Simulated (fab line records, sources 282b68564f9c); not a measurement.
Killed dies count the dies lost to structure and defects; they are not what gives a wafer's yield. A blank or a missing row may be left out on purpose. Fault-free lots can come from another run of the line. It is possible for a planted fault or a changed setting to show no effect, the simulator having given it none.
fab line records || flow ritCmos
[record] {"lots": 13, "wafers": 39, "lastDay": 7}
route steps=202 shown REOX@100 M1@202
lots that met no fault: from a run of the same line without faults
startH: hours from the record's first day to the start of the lot's first wafer shown || waitH: time in hours since the lot's previous step || " unchanged from the row above || L1.1+2: one row covering several wafers at once || - value missing, or start not given || * or withheld: withheld || < > ~ a bound
route shown NAME@n: names a module that has steps shown in the file, with the first one's number in the route || usual: mean and standard deviation over wafers with no fault || same: alike in all rows || chamber/n: place in a boat || sites: each site's reading || _std_site: how widely they spread, as a standard deviation || _edge_site: inner sites' mean taken away from outer sites' mean || radiusMm: how far each site lies from the wafer's centre || mask NAME#n: copy n || behind: the tool/chamber that last shaped the wafer || hold: what put the lot on hold/how long, in hours/how the hold closed || device: the transistor (n, p or np) that didn't switch || end of line: the same wafers' tests at the end of the route || a step with no rows: only its recipe || killed: the dies lost at the first sort to structure and to defects; this is not the yield of the wafer || map: a wafer's dies, marking killed ones x, the rest . and places with no die _
set.NAME: the run value of the setting; set.NAME@STEP: its run value at that earlier step || model.NAME: the simulator's own value behind a step, which no gauge read
a sample of lots followed through the steps of the route, with each step as a table and each wafer as a row
[[steps]]
[step RIT_REOX_CLEAN_02]
[recipe] {"chemistry": "SC2", "mix": "3:3:50", "timeS": 600, "tempC": 75, "dry": "n2Spin"}
[usual] {"bathGuardTempC": "74.9/0.41", "runLengthS": "628/4.2"}
{"lot.wafer": "L287.1", "tool": "wetBench-04", "chamber": 2, "startH": 38.57, "waitH": 0.0, "bathGuardTempC": 74.7, "runLengthS": 624}
{"lot.wafer": "L287.5", "tool": "wetBench-04", "chamber": 2, "startH": 38.57, "waitH": 0.0, "bathGuardTempC": 74.9, "runLengthS": 624}
{"lot.wafer": "L287.6", "tool": "wetBench-04", "chamber": 2, "startH": 38.57, "waitH": 0.0, "bathGuardTempC": 75.1, "runLengthS": 624}
{"lot.wafer": "L288.2", "tool": "wetBench-01", "chamber": 1, "startH": 44.97, "waitH": 0.0, "bathGuardTempC": 74.3, "runLengthS": 634}
{"lot.wafer": "L288.3", "tool": "wetBench-01", "chamber": 1, "startH": 44.97, "waitH": 0.0, "bathGuardTempC": 74.4, "runLengthS": 634}
{"lot.wafer": "L288.4", "tool": "wetBench-01", "chamber": 1, "startH": 44.97, "waitH": 0.0, "bathGuardTempC": 74.1, "runLengthS": 634}
{"lot.wafer": "L289.3", "tool": "wetBench-04", "chamber": 2, "startH": 51.86, "waitH": 0.0, "bathGuardTempC": 75.0, "runLengthS": 624}
{"lot.wafer": "L289.4", "tool": "wetBench-04", "chamber": 2, "startH": 51.86, "waitH": 0.0, "bathGuardTempC": 74.9, "runLengthS": 624}
{"lot.wafer": "L289.6", "tool": "wetBench-04", "chamber": 2, "startH": 51.86, "waitH": 0.0, "bathGuardTempC": 74.9, "runLengthS": 624}
{"lot.wafer": "L290.2", "tool": "wetBench-02", "chamber": 1, "startH": 55.87, "waitH": 0.0, "bathGuardTempC": 74.9, "runLengthS": 634}
{"lot.wafer": "L290.3", "tool": "wetBench-02", "chamber": 1, "startH": 55.87, "waitH": 0.0, "bathGuardTempC": 74.6, "runLengthS": 634}
{"lot.wafer": "L290.4", "tool": "wetBench-02", "chamber": 1, "startH": 55.87, "waitH": 0.0, "bathGuardTempC": 74.7, "runLengthS": 634}
{"lot.wafer": "L291.1", "tool": "wetBench-02", "chamber": 1, "startH": 58.43, "waitH": 0.0, "bathGuardTempC": 75.0, "runLengthS": 634}
{"lot.wafer": "L291.2", "tool": "wetBench-02", "chamber": 1, "startH": 58.43, "waitH": 0.0, "bathGuardTempC": 74.7, "runLengthS": 634}
{"lot.wafer": "L291.4", "tool": "wetBench-02", "chamber": 1, "startH": 58.43, "waitH": 0.0, "bathGuardTempC": 74.7, "runLengthS": 634}
{"lot.wafer": "L292.1", "tool": "wetBench-02", "chamber": 1, "startH": 65.51, "waitH": 0.0, "bathGuardTempC": 74.8, "runLengthS": 635}
{"lot.wafer": "L292.3", "tool": "wetBench-02", "chamber": 1, "startH": 65.51, "waitH": 0.0, "bathGuardTempC": 75.1, "runLengthS": 635}
{"lot.wafer": "L292.5", "tool": "wetBench-02", "chamber": 1, "startH": 65.51, "waitH": 0.0, "bathGuardTempC": 74.5, "runLengthS": 635}
{"lot.wafer": "L293.1", "tool": "wetBench-04", "chamber": 1, "startH": 72.31, "waitH": 0.0, "bathGuardTempC": 74.7, "runLengthS": 626}
{"lot.wafer": "L293.2", "tool": "wetBench-04", "chamber": 1, "startH": 72.31, "waitH": 0.0, "bathGuardTempC": 74.9, "runLengthS": 626}
{"lot.wafer": "L293.6", "tool": "wetBench-04", "chamber": 1, "startH": 72.31, "waitH": 0.0, "bathGuardTempC": 74.7, "runLengthS": 626}
{"lot.wafer": "L294.1", "tool": "wetBench-02", "chamber": 3, "startH": 73.76, "waitH": 0.0, "bathGuardTempC": 75.8, "runLengthS": 624}
{"lot.wafer": "L294.3", "tool": "wetBench-02", "chamber": 3, "startH": 73.76, "waitH": 0.0, "bathGuardTempC": 75.7, "runLengthS": 624}
{"lot.wafer": "L294.5", "tool": "wetBench-02", "chamber": 3, "startH": 73.76, "waitH": 0.0, "bathGuardTempC": 75.8, "runLengthS": 624}
{"lot.wafer": "L295.1", "tool": "wetBench-02", "chamber": 1, "startH": 78.77, "waitH": 0.0, "bathGuardTempC": 74.8, "runLengthS": 628}
{"lot.wafer": "L295.2", "tool": "wetBench-02", "chamber": 1, "startH": 78.77, "waitH": 0.0, "bathGuardTempC": 74.7, "runLengthS": 628}
{"lot.wafer": "L295.3", "tool": "wetBench-02", "chamber": 1, "startH": 78.77, "waitH": 0.0, "bathGuardTempC": 74.8, "runLengthS": 628}
{"lot.wafer": "L297.3", "tool": "wetBench-04", "chamber": 3, "startH": 88.91, "waitH": 0.0, "bathGuardTempC": 75.2, "runLengthS": 583}
{"lot.wafer": "L297.4", "tool": "wetBench-04", "chamber": 3, "startH": 88.91, "waitH": 0.0, "bathGuardTempC": 74.9, "runLengthS": 583}
{"lot.wafer": "L297.6", "tool": "wetBench-04", "chamber": 3, "startH": 88.91, "waitH": 0.0, "bathGuardTempC": 74.9, "runLengthS": 583}
{"lot.wafer": "L301.2", "tool": "wetBench-04", "chamber": 3, "startH": 107.52, "waitH": 0.0, "bathGuardTempC": 75.1, "runLengthS": 575}
{"lot.wafer": "L301.3", "tool": "wetBench-04", "chamber": 3, "startH": 107.52, "waitH": 0.0, "bathGuardTempC": 74.7, "runLengthS": 575}
{"lot.wafer": "L301.4", "tool": "wetBench-04", "chamber": 3, "startH": 107.52, "waitH": 0.0, "bathGuardTempC": 75.1, "runLengthS": 575}
{"lot.wafer": "L302.1", "tool": "wetBench-04", "chamber": 1, "startH": 112.51, "waitH": 0.0, "bathGuardTempC": 74.5, "runLengthS": 585}
{"lot.wafer": "L302.3", "tool": "wetBench-04", "chamber": 1, "startH": 112.51, "waitH": 0.0, "bathGuardTempC": 74.7, "runLengthS": 585}
{"lot.wafer": "L302.4", "tool": "wetBench-04", "chamber": 1, "startH": 112.51, "waitH": 0.0, "bathGuardTempC": 74.4, "runLengthS": 585}
{"lot.wafer": "L309.1", "tool": "wetBench-02", "chamber": 3, "startH": 147.67, "waitH": 0.0, "bathGuardTempC": 75.7, "runLengthS": 625}
{"lot.wafer": "L309.2", "tool": "wetBench-02", "chamber": 3, "startH": 147.67, "waitH": 0.0, "bathGuardTempC": 75.2, "runLengthS": 625}
{"lot.wafer": "L309.4", "tool": "wetBench-02", "chamber": 3, "startH": 147.67, "waitH": 0.0, "bathGuardTempC": 75.7, "runLengthS": 625}
[step RIT_M1_PROBE_99]
[usual] {"killedAtContacts": "0.1/0.25", "killedAtFrontEnd": "6.3/2.9", "killedDies": "6.4/2.9", "killedOnRim": "1.7/1.4", "killedOpen": "3.3/2.1", "killedShort": "3.1/1.7"}
[same] {"grossDies": 264, "killed_at_M0_to_M3": 0, "killed_at_M4_up": 0, "killedAtBackSide": 0, "killedAtOther": 0}
{"lot.wafer": "L287.1", "tool": "prober-01", "chamber": "-", "startH": 58.03, "waitH": 0.1, "killedAtContacts": 0, "killedAtFrontEnd": 5, "killedDies": 5, "killedOnRim": 3, "killedOpen": 2, "killedShort": 3}
{"lot.wafer": "L287.5", "tool": "prober-01", "chamber": "-", "startH": 58.23, "waitH": 0.2, "killedAtContacts": 0, "killedAtFrontEnd": 8, "killedDies": 8, "killedOnRim": 0, "killedOpen": 4, "killedShort": 4}
{"lot.wafer": "L287.6", "tool": "prober-01", "chamber": "-", "startH": 58.28, "waitH": 0.2, "killedAtContacts": 0, "killedAtFrontEnd": 7, "killedDies": 7, "killedOnRim": 3, "killedOpen": 4, "killedShort": 3}
{"lot.wafer": "L288.2", "tool": "prober-02", "chamber": "-", "startH": 67.03, "waitH": 0.1, "killedAtContacts": 0, "killedAtFrontEnd": 1, "killedDies": 1, "killedOnRim": 0, "killedOpen": 0, "killedShort": 1}
{"lot.wafer": "L288.3", "tool": "prober-02", "chamber": "-", "startH": 67.08, "waitH": 0.2, "killedAtContacts": 0, "killedAtFrontEnd": 5, "killedDies": 5, "killedOnRim": 1, "killedOpen": 3, "killedShort": 2}
{"lot.wafer": "L288.4", "tool": "prober-02", "chamber": "-", "startH": 67.13, "waitH": 0.2, "killedAtContacts": 0, "killedAtFrontEnd": 10, "killedDies": 10, "killedOnRim": 1, "killedOpen": 3, "killedShort": 7}
{"lot.wafer": "L289.3", "tool": "prober-01", "chamber": "-", "startH": 71.78, "waitH": 0.2, "killedAtContacts": 0, "killedAtFrontEnd": 8, "killedDies": 8, "killedOnRim": 3, "killedOpen": 4, "killedShort": 4}
{"lot.wafer": "L289.4", "tool": "prober-01", "chamber": "-", "startH": 71.83, "waitH": 0.2, "killedAtContacts": 0, "killedAtFrontEnd": 7, "killedDies": 7, "killedOnRim": 3, "killedOpen": 3, "killedShort": 3}
{"lot.wafer": "L289.6", "tool": "prober-01", "chamber": "-", "startH": 71.93, "waitH": 0.2, "killedAtContacts": 0, "killedAtFrontEnd": 2, "killedDies": 2, "killedOnRim": 1, "killedOpen": 1, "killedShort": 1}
{"lot.wafer": "L290.2", "tool": "prober-02", "chamber": "-", "startH": 75.28, "waitH": 0.1, "killedAtContacts": 0, "killedAtFrontEnd": 8, "killedDies": 8, "killedOnRim": 2, "killedOpen": 6, "killedShort": 2}
{"lot.wafer": "L290.3", "tool": "prober-02", "chamber": "-", "startH": 75.33, "waitH": 0.2, "killedAtContacts": 0, "killedAtFrontEnd": 10, "killedDies": 10, "killedOnRim": 0, "killedOpen": 4, "killedShort": 6}
{"lot.wafer": "L290.4", "tool": "prober-02", "chamber": "-", "startH": 75.38, "waitH": 0.2, "killedAtContacts": 0, "killedAtFrontEnd": 6, "killedDies": 6, "killedOnRim": 1, "killedOpen": 2, "killedShort": 2}
{"lot.wafer": "L291.1", "tool": "prober-01", "chamber": "-", "startH": 79.02, "waitH": 0.1, "killedAtContacts": 1, "killedAtFrontEnd": 5, "killedDies": 6, "killedOnRim": 1, "killedOpen": 3, "killedShort": 3}
{"lot.wafer": "L291.2", "tool": "prober-01", "chamber": "-", "startH": 79.07, "waitH": 0.1, "killedAtContacts": 0, "killedAtFrontEnd": 6, "killedDies": 6, "killedOnRim": 2, "killedOpen": 3, "killedShort": 3}
{"lot.wafer": "L291.4", "tool": "prober-01", "chamber": "-", "startH": 79.17, "waitH": 0.2, "killedAtContacts": 1, "killedAtFrontEnd": 2, "killedDies": 3, "killedOnRim": 0, "killedOpen": 2, "killedShort": 1}
{"lot.wafer": "L292.1", "tool": "prober-02", "chamber": "-", "startH": 86.82, "waitH": 0.1, "killedAtContacts": 0, "killedAtFrontEnd": 3, "killedDies": 3, "killedOnRim": 2, "killedOpen": 0, "killedShort": 3}
{"lot.wafer": "L292.3", "tool": "prober-02", "chamber": "-", "startH": 86.92, "waitH": 0.2, "killedAtContacts": 0, "killedAtFrontEnd": 5, "killedDies": 5, "killedOnRim": 1, "killedOpen": 3, "killedShort": 2}
{"lot.wafer": "L292.5", "tool": "prober-02", "chamber": "-", "startH": 87.02, "waitH": 0.2, "killedAtContacts": 0, "killedAtFrontEnd": 2, "killedDies": 2, "killedOnRim": 0, "killedOpen": 0, "killedShort": 2}
{"lot.wafer": "L293.1", "tool": "prober-01", "chamber": "-", "startH": 91.65, "waitH": 0.1, "killedAtContacts": 0, "killedAtFrontEnd": 5, "killedDies": 5, "killedOnRim": 1, "killedOpen": 4, "killedShort": 1}
{"lot.wafer": "L293.2", "tool": "prober-01", "chamber": "-", "startH": 91.70, "waitH": 0.1, "killedAtContacts": 0, "killedAtFrontEnd": 5, "killedDies": 5, "killedOnRim": 4, "killedOpen": 3, "killedShort": 2}
{"lot.wafer": "L293.6", "tool": "prober-01", "chamber": "-", "startH": 91.90, "waitH": 0.2, "killedAtContacts": 0, "killedAtFrontEnd": 7, "killedDies": 7, "killedOnRim": 0, "killedOpen": 4, "killedShort": 3}
{"lot.wafer": "L294.1", "tool": "prober-02", "chamber": "-", "startH": 93.60, "waitH": 0.1, "killedAtContacts": 0, "killedAtFrontEnd": 10, "killedDies": 10, "killedOnRim": 3, "killedOpen": 4, "killedShort": 6}
{"lot.wafer": "L294.3", "tool": "prober-02", "chamber": "-", "startH": 93.70, "waitH": 0.2, "killedAtContacts": 0, "killedAtFrontEnd": 5, "killedDies": 5, "killedOnRim": 2, "killedOpen": 2, "killedShort": 3}
{"lot.wafer": "L294.5", "tool": "prober-02", "chamber": "-", "startH": 93.80, "waitH": 0.2, "killedAtContacts": 0, "killedAtFrontEnd": 7, "killedDies": 7, "killedOnRim": 2, "killedOpen": 5, "killedShort": 2}
{"lot.wafer": "L295.1", "tool": "prober-01", "chamber": "-", "startH": 98.67, "waitH": 0.1, "killedAtContacts": 0, "killedAtFrontEnd": 5, "killedDies": 5, "killedOnRim": 4, "killedOpen": 4, "killedShort": 1}
{"lot.wafer": "L295.2", "tool": "prober-01", "chamber": "-", "startH": 98.72, "waitH": 0.1, "killedAtContacts": 0, "killedAtFrontEnd": 8, "killedDies": 8, "killedOnRim": 3, "killedOpen": 3, "killedShort": 5}
{"lot.wafer": "L295.3", "tool": "prober-01", "chamber": "-", "startH": 98.77, "waitH": 0.2, "killedAtContacts": 0, "killedAtFrontEnd": 7, "killedDies": 7, "killedOnRim": 3, "killedOpen": 3, "killedShort": 4}
{"lot.wafer": "L297.3", "tool": "prober-01", "chamber": "-", "startH": 107.93, "waitH": 0.2, "killedAtContacts": 0, "killedAtFrontEnd": 10, "killedDies": 10, "killedOnRim": 4, "killedOpen": 5, "killedShort": 5}
{"lot.wafer": "L297.4", "tool": "prober-01", "chamber": "-", "startH": 107.98, "waitH": 0.2, "killedAtContacts": 0, "killedAtFrontEnd": 10, "killedDies": 10, "killedOnRim": 3, "killedOpen": 8, "killedShort": 2}
{"lot.wafer": "L297.6", "tool": "prober-01", "chamber": "-", "startH": 108.08, "waitH": 0.2, "killedAtContacts": 0, "killedAtFrontEnd": 8, "killedDies": 8, "killedOnRim": 1, "killedOpen": 5, "killedShort": 3}
{"lot.wafer": "L301.2", "tool": "prober-02", "chamber": "-", "startH": 128.16, "waitH": 0.1, "killedAtContacts": 0, "killedAtFrontEnd": 10, "killedDies": 10, "killedOnRim": 3, "killedOpen": 4, "killedShort": 6}
{"lot.wafer": "L301.3", "tool": "prober-02", "chamber": "-", "startH": 128.21, "waitH": 0.2, "killedAtContacts": 0, "killedAtFrontEnd": 6, "killedDies": 6, "killedOnRim": 3, "killedOpen": 2, "killedShort": 4}
{"lot.wafer": "L301.4", "tool": "prober-02", "chamber": "-", "startH": 128.26, "waitH": 0.2, "killedAtContacts": 0, "killedAtFrontEnd": 5, "killedDies": 5, "killedOnRim": 3, "killedOpen": 3, "killedShort": 2}
{"lot.wafer": "L302.1", "tool": "prober-01", "chamber": "-", "startH": 133.75, "waitH": 0.1, "killedAtContacts": 1, "killedAtFrontEnd": 8, "killedDies": 9, "killedOnRim": 2, "killedOpen": 3, "killedShort": 6}
{"lot.wafer": "L302.3", "tool": "prober-01", "chamber": "-", "startH": 133.85, "waitH": 0.2, "killedAtContacts": 0, "killedAtFrontEnd": 8, "killedDies": 8, "killedOnRim": 2, "killedOpen": 2, "killedShort": 6}
{"lot.wafer": "L302.4", "tool": "prober-01", "chamber": "-", "startH": 133.90, "waitH": 0.2, "killedAtContacts": 0, "killedAtFrontEnd": 9, "killedDies": 9, "killedOnRim": 2, "killedOpen": 4, "killedShort": 5}
{"lot.wafer": "L309.1", "tool": "prober-02", "chamber": "-", "startH": 170.43, "waitH": 0.1, "killedAtContacts": 0, "killedAtFrontEnd": 6, "killedDies": 6, "killedOnRim": 4, "killedOpen": 3, "killedShort": 3}
{"lot.wafer": "L309.2", "tool": "prober-02", "chamber": "-", "startH": 170.48, "waitH": 0.1, "killedAtContacts": 1, "killedAtFrontEnd": 5, "killedDies": 6, "killedOnRim": 1, "killedOpen": 3, "killedShort": 3}
{"lot.wafer": "L309.4", "tool": "prober-02", "chamber": "-", "startH": 170.58, "waitH": 0.2, "killedAtContacts": 0, "killedAtFrontEnd": 8, "killedDies": 8, "killedOnRim": 3, "killedOpen": 6, "killedShort": 2}
// killed by level:class
L287.1 GATE:geometricParticle:short=2 FOX1:geometricParticle:short=1 GATE:geometricParticle:open=1 SPACER:geometricParticle:open=1
L287.5 REOX:geometricParticle:open=2 SILICIDE:geometricParticle:short=2 FOX1:geometricParticle:open=1 FOX2:geometricParticle:short=1 GATE:geometricParticle:open=1 SPACER:geometricParticle:short=1
L287.6 SILICIDE:geometricParticle:open=2 FOX1:geometricParticle:short=1 GATE:geometricParticle:open=1 REOX:geometricParticle:open=1 REOX:geometricParticle:short=1 SILICIDE:geometricParticle:short=1
L288.2 SPACER:geometricParticle:short=1
L288.3 SILICIDE:geometricParticle:short=2 FOX1:geometricParticle:open=1 GATE:geometricParticle:open=1 REOX:geometricParticle:open=1
L288.4 GATE:geometricParticle:short=5 REOX:geometricParticle:open=2 REOX:geometricParticle:short=2 FOX2:geometricParticle:open=1
L289.3 GATE:geometricParticle:open=2 FOX1:geometricParticle:open=1 FOX1:geometricParticle:short=1 FOX2:geometricParticle:short=1 SPACER:geometricParticle:short=1 SILICIDE:geometricParticle:open=1 SILICIDE:geometricParticle:short=1
L289.4 GATE:geometricParticle:open=2 FOX2:geometricParticle:short=1 FOX2:geometricParticle:open=1 GATE:geometricParticle:short=1 SPACER:geometricParticle:short=1 ACTIVE:coatMicrobubblePrinted=1
L289.6 GATE:geometricParticle:open=1 GATE:geometricParticle:short=1
L290.2 GATE:geometricParticle:open=3 REOX:geometricParticle:short=2 FOX1:geometricParticle:open=1 REOX:geometricParticle:open=1 SPACER:geometricParticle:open=1
L290.3 FOX1:geometricParticle:open=4 GATE:geometricParticle:short=3 FOX1:geometricParticle:short=1 REOX:geometricParticle:short=1 SILICIDE:geometricParticle:short=1
L290.4 ACTIVE:coatMicrobubblePrinted=2 FOX1:geometricParticle:open=1 FOX1:geometricParticle:short=1 GATE:geometricParticle:short=1 GATE:geometricParticle:open=1
L291.1 GATE:geometricParticle:short=1 REOX:geometricParticle:open=1 REOX:geometricParticle:short=1 SPACER:geometricParticle:open=1 SILICIDE:geometricParticle:open=1 CONTACT:geometricParticle:short=1
L291.2 FOX1:geometricParticle:open=2 SPACER:geometricParticle:short=2 SPACER:geometricParticle:open=1 SILICIDE:geometricParticle:short=1
L291.4 REOX:geometricParticle:open=1 SPACER:geometricParticle:short=1 CONTACT:geometricParticle:open=1
L292.1 GATE:geometricParticle:short=2 SPACER:geometricParticle:short=1
L292.3 REOX:geometricParticle:open=2 SILICIDE:geometricParticle:short=2 GATE:geometricParticle:open=1
L292.5 FOX1:geometricParticle:short=1 FOX2:geometricParticle:short=1
L293.1 GATE:geometricParticle:open=1 REOX:geometricParticle:open=1 SPACER:geometricParticle:open=1 SILICIDE:geometricParticle:short=1 SILICIDE:geometricParticle:open=1
L293.2 SILICIDE:geometricParticle:open=2 FOX1:geometricParticle:open=1 FOX2:geometricParticle:short=1 GATE:geometricParticle:short=1
L293.6 GATE:geometricParticle:short=2 GATE:geometricParticle:open=2 REOX:geometricParticle:open=1 SPACER:geometricParticle:short=1 SILICIDE:geometricParticle:open=1
L294.1 FOX1:geometricParticle:short=2 REOX:geometricParticle:short=2 SILICIDE:geometricParticle:open=2 GATE:geometricParticle:open=1 GATE:geometricParticle:short=1 REOX:geometricParticle:open=1 SILICIDE:geometricParticle:short=1
L294.3 FOX2:geometricParticle:short=1 GATE:geometricParticle:short=1 GATE:geometricParticle:open=1 SPACER:geometricParticle:short=1 SPACER:geometricParticle:open=1
L294.5 FOX2:geometricParticle:open=2 REOX:geometricParticle:open=2 FOX1:geometricParticle:open=1 FOX1:geometricParticle:short=1 SILICIDE:geometricParticle:short=1
L295.1 GATE:geometricParticle:open=4 GATE:geometricParticle:short=1
L295.2 REOX:geometricParticle:short=2 GATE:geometricParticle:short=1 GATE:geometricParticle:open=1 REOX:geometricParticle:open=1 SPACER:geometricParticle:short=1 SPACER:geometricParticle:open=1 SILICIDE:geometricParticle:short=1
L295.3 GATE:geometricParticle:short=3 FOX1:geometricParticle:open=1 FOX2:geometricParticle:open=1 REOX:geometricParticle:open=1 REOX:geometricParticle:short=1
L297.3 GATE:geometricParticle:open=4 GATE:geometricParticle:short=3 REOX:geometricParticle:short=2 REOX:geometricParticle:open=1
L297.4 FOX1:geometricParticle:open=2 GATE:geometricParticle:open=2 REOX:geometricParticle:open=2 SILICIDE:geometricParticle:open=2 FOX1:geometricParticle:short=1 SILICIDE:geometricParticle:short=1
L297.6 GATE:geometricParticle:short=2 GATE:geometricParticle:open=2 FOX1:geometricParticle:open=1 REOX:geometricParticle:open=1 SPACER:geometricParticle:short=1 SILICIDE:geometricParticle:open=1
L301.2 GATE:geometricParticle:open=4 GATE:geometricParticle:short=3 SILICIDE:geometricParticle:short=2 REOX:geometricParticle:short=1
L301.3 GATE:geometricParticle:open=2 FOX1:geometricParticle:short=1 GATE:geometricParticle:short=1 SPACER:geometricParticle:short=1 SILICIDE:geometricParticle:short=1
L301.4 GATE:geometricParticle:short=2 FOX1:geometricParticle:open=1 REOX:geometricParticle:open=1 SILICIDE:geometricParticle:open=1
L302.1 FOX1:geometricParticle:short=2 GATE:geometricParticle:short=2 REOX:geometricParticle:short=1 SPACER:geometricParticle:open=1 SILICIDE:geometricParticle:short=1 SILICIDE:geometricParticle:open=1 CONTACT:geometricParticle:open=1
L302.3 GATE:geometricParticle:short=2 FOX1:geometricParticle:short=1 FOX2:geometricParticle:short=1 GATE:geometricParticle:open=1 SPACER:geometricParticle:short=1 SPACER:geometricParticle:open=1 SILICIDE:geometricParticle:short=1
L302.4 GATE:geometricParticle:open=3 GATE:geometricParticle:short=2 FOX1:geometricParticle:short=1 FOX2:geometricParticle:short=1 SPACER:geometricParticle:open=1 SILICIDE:geometricParticle:short=1
L309.1 GATE:geometricParticle:short=2 GATE:geometricParticle:open=1 REOX:geometricParticle:open=1 SILICIDE:geometricParticle:short=1 SILICIDE:geometricParticle:open=1
L309.2 FOX1:geometricParticle:short=1 FOX1:geometricParticle:open=1 FOX2:geometricParticle:open=1 GATE:geometricParticle:short=1 SPACER:geometricParticle:open=1 CONTACT:geometricParticle:short=1
L309.4 REOX:geometricParticle:open=3 GATE:geometricParticle:short=2 SILICIDE:geometricParticle:open=2 SPACER:geometricParticle:open=1
[[key]]
[firstSign] {"step": "RIT_REOX_CLEAN_02", "reading": "runLengthS", "direction": "down", "sigmas": 11, "usual": "*", "struck": "*"}
effect none on later readings
metAt RIT_REOX_CLEAN_02
struckLots L297,L301,L302
testerLeftOut L297,L301,L302
onsetBetween 72.31 88.91
[fault] {"kind": "processParameterDrift", "tool": "wetBench-04", "chamber": "-", "onsetH": 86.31, "steps": "RIT_REOX_CLEAN_02", "channel": "timeS", "offset": "*", "shape": "step", "endH": 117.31, "actsIn": "*", "stated": "*"}
// testerLeftOut: of these lots the tester's yield and bins aren't shown, on N5 and GAA mostly nor the transistor test; their killed dies are dies lost to structure and defects alone, not to doping, threshold or leakage, so they don't give the yield
